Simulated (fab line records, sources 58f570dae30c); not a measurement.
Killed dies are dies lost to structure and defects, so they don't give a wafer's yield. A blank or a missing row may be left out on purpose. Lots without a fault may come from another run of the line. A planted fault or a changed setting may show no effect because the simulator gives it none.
Which tool did it? | flow berkeley_cmos170 | 15 lots, 45 wafers sampled, at 2 steps of a route of 331

WHAT THE GAUGES READ, wafer by wafer
UCB170_PWELL_THK_MEAS_03. Usual: PWELL_OXIDE_THK 26.4 nm, standard deviation 0.5.
lot  | measured    | on            | PWELL_OXIDE_THK (nm) | flag
L867 | day 3 04:35 | film_metro-03 | 26.9 26.9 26.4       |
L868 | day 3 04:39 | film_metro-03 | 26.0 26.5 26.1       |
L869 | day 3 13:14 | film_metro-03 | 27.6 27.2 27.3       |
L870 | day 3 21:13 | film_metro-02 | 26.3 26.3 26.4       |
L872 | day 4 07:55 | film_metro-04 | 26.4 26.1 26.5       |
L873 | day 4 07:58 | film_metro-03 | 26.3 26.6 26.5       |
L875 | day 4 17:18 | film_metro-03 | 25.9 26.3 25.8       |
L876 | day 5 06:53 | film_metro-02 | 26.1 26.4 26.1       |
L877 | day 5 06:55 | film_metro-04 | 25.9 25.4 25.9       |
L878 | day 5 15:19 | film_metro-04 | 25.9 26.1 26.5       |
L881 | day 6 09:43 | film_metro-02 | 26.2 26.6 26.3       |
L884 | day 6 21:58 | film_metro-03 | 26.9 26.4 26.4       |
L885 | day 7 08:52 | film_metro-04 | 25.9 25.7 26.2       |
L887 | day 7 08:52 | film_metro-03 | 25.8 25.5 26.0       |
L889 | day 7 14:05 | film_metro-03 | 26.4 26.8 27.0       |

UCB170_PWELL_OVL_MEAS_13. Usual: PWELL_OVL -3 nm, standard deviation 5.8.
lot  | measured    | on         | PWELL_OVL (nm) | flag
L867 | day 3 13:09 | overlay-02 | 1 4 -3         |
L868 | day 3 13:26 | overlay-02 | -11 -18 -18    |
L869 | day 3 23:23 | overlay-01 | 3 6 0          |
L870 | day 4 06:16 | overlay-02 | -10 -3 -3      |
L872 | day 4 16:23 | overlay-02 | -9 -10 5       |
L873 | day 4 16:40 | overlay-01 | 5 4 6          |
L875 | day 5 04:28 | overlay-02 | -3 -3 -10      |
L876 | day 5 17:55 | overlay-02 | 3 3 0          |
L877 | day 5 18:07 | overlay-01 | 5 4 -1         |
L878 | day 6 02:31 | overlay-02 | -10 -4 1       |
L881 | day 6 21:00 | overlay-01 | 3 -5 -12       |
L884 | day 7 05:32 | overlay-02 | -3 0 5         |
L885 | day 7 17:46 | overlay-01 | -12 -7 -13     |
L887 | day 7 17:53 | overlay-02 | 0 -4 -2        |
L889 | day 8 00:16 | overlay-01 | -2 -6 8        |

WHICH TOOL RAN EACH LOT (tool, then ch and the chambers of the sampled wafers, then the start)
The record holds no process step before these readings.

WHAT THE TOOLS THEMSELVES READ (means of the sampled wafers that have a number; where no wafer has one, the mark that the record gives instead)
The record holds no such reading with a usual standard deviation.

THE ANSWER, worked out from the rows above alone
Rule: a lot is off if the mean of its wafers that have a number lies more than 3 standard deviations from the usual mean. A lot without any number at a reading at which 4 lots or more have one is off too. The other lots that the step has rows for count as sound. The gauges are gone through in route order, then the tools' own readings, and for those a lot's mean is taken as printed above. The first step at which some lot is off is used, and at that step the reading that is off furthest; a lot without a number counts as furthest.
No lot is off at any reading shown: from this, nothing can be told.

WHAT THE SIMULATOR HAD PUT IN
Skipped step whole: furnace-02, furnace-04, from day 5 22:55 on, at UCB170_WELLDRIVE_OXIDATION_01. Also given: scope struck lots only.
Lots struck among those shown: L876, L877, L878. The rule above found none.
